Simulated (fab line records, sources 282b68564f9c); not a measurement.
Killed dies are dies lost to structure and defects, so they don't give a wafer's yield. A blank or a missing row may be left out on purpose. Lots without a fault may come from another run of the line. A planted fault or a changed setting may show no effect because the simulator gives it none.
A struck lot beside a sound one | flow rit_cmos | 14 steps out of a route of 202
Sound: wafers L921.1, L921.3, L921.6. Struck: wafers L909.1, L909.4, L909.6. The cause comes at the end.
At each step with rows: each side's tool, then ch and its chambers, then its first start. Under that, the readings that differ: sound wafers | struck wafers | difference of the means | sigmas: that difference in standard deviations of wafers without a fault.
alike: readings whose means differ by less than 2 such deviations, and words and numbers that are the same on both sides. not compared: withheld readings, readings that some wafer has no value for, bounds like >300 that may hide the same value, and numbers for which the record gives no deviation and whose values overlap.
The two part at a step that has a row with sigmas, a row that says differs or no value, or rows on one side only. Numbers that don't overlap but have no deviation are shown without sigmas and don't part them. A reading that every wafer of one side lacks parts them only if that side has two wafers or more.

RIT_SILICIDE_RS_MEAS_02: measures by four-point-probe.
  sound on film_metro-02, day 6 07:14; struck on film_metro-04, day 3 18:02
  alike: SILICIDE_TI_RS
RIT_SILICIDE_THK_MEAS_03: measures by xrf.
  sound on film_metro-02, day 6 07:21; struck on film_metro-04, day 3 18:10
  alike: SILICIDE_TI_THK
RIT_SILICIDE_RTA_04: time 10 s, ramp up 5 s, ramp down 5 s.
  sound on rtp_anneal-02 ch 0, day 6 07:25; struck on rtp_anneal-02 ch 0, day 3 18:13
  alike: wafer_temp_C_max
then, 1 step without rows for these wafers: RIT_SILICIDE_WET_ETCH_05 (etches Ti in SPM, time 120 s).
RIT_SILICIDE_RTA_06: time 10 s, ramp up 5 s, ramp down 10 s.
  sound on rtp_anneal-01 ch 0, day 6 07:31; struck on rtp_anneal-01 ch 0, day 3 18:20
  alike: wafer_temp_C_max
RIT_CONTACT_CVD_00: deposits SiO2 from TEOS, target thk 400 nm, time 61 s.
  sound on pecvd-04 ch 0,1,2, day 6 07:35; struck on pecvd-04 ch 0,1,2, day 3 18:24
  alike: heater_power_w
RIT_CONTACT_THK_MEAS_01:
  sound on film_metro-01, day 6 07:38; struck on film_metro-03, day 3 18:27
  alike: CONTACT_TEOS_THK
then, 5 steps without rows for these wafers: RIT_CONTACT_HMDS_02 (prime time 60 s); RIT_CONTACT_COAT_03 (resist thk 1000 nm); RIT_CONTACT_SOFTBAKE_04 (time 60 s); RIT_CONTACT_EXPOSE_05 (exposes mask M11, target cd 1000 nm); RIT_CONTACT_PEB_06.
RIT_CONTACT_DEVELOP_07: develop time 120 s.
  sound on litho_track-04 ch 0, day 6 08:00; struck on litho_track-04, day 3 19:00
  no value came back on the struck wafers for chill_plate_temp_C (C), develop_time_s (s), developer_temp_C (C); on the sound wafers chill_plate_temp_C (C) reads 22.75 22.89 22.92
RIT_CONTACT_CD_MEAS_08: target cd 1000 nm.
  sound on cd_sem-02, day 6 08:40; struck on cd_sem-02, day 3 19:38
  reading    | sound             | struck | difference                    | sigmas
  cd_nm (nm) | 997.4 999.1 998.4 | - - -  | no value on the struck wafers |

WHERE THEY PART
First at RIT_CONTACT_DEVELOP_07; last, within this record, at RIT_CONTACT_CD_MEAS_08.

WHY: what the simulator had put in
Skipped step whole: litho_track-04, from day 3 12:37 on, at RIT_CONTACT_DEVELOP_07. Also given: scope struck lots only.
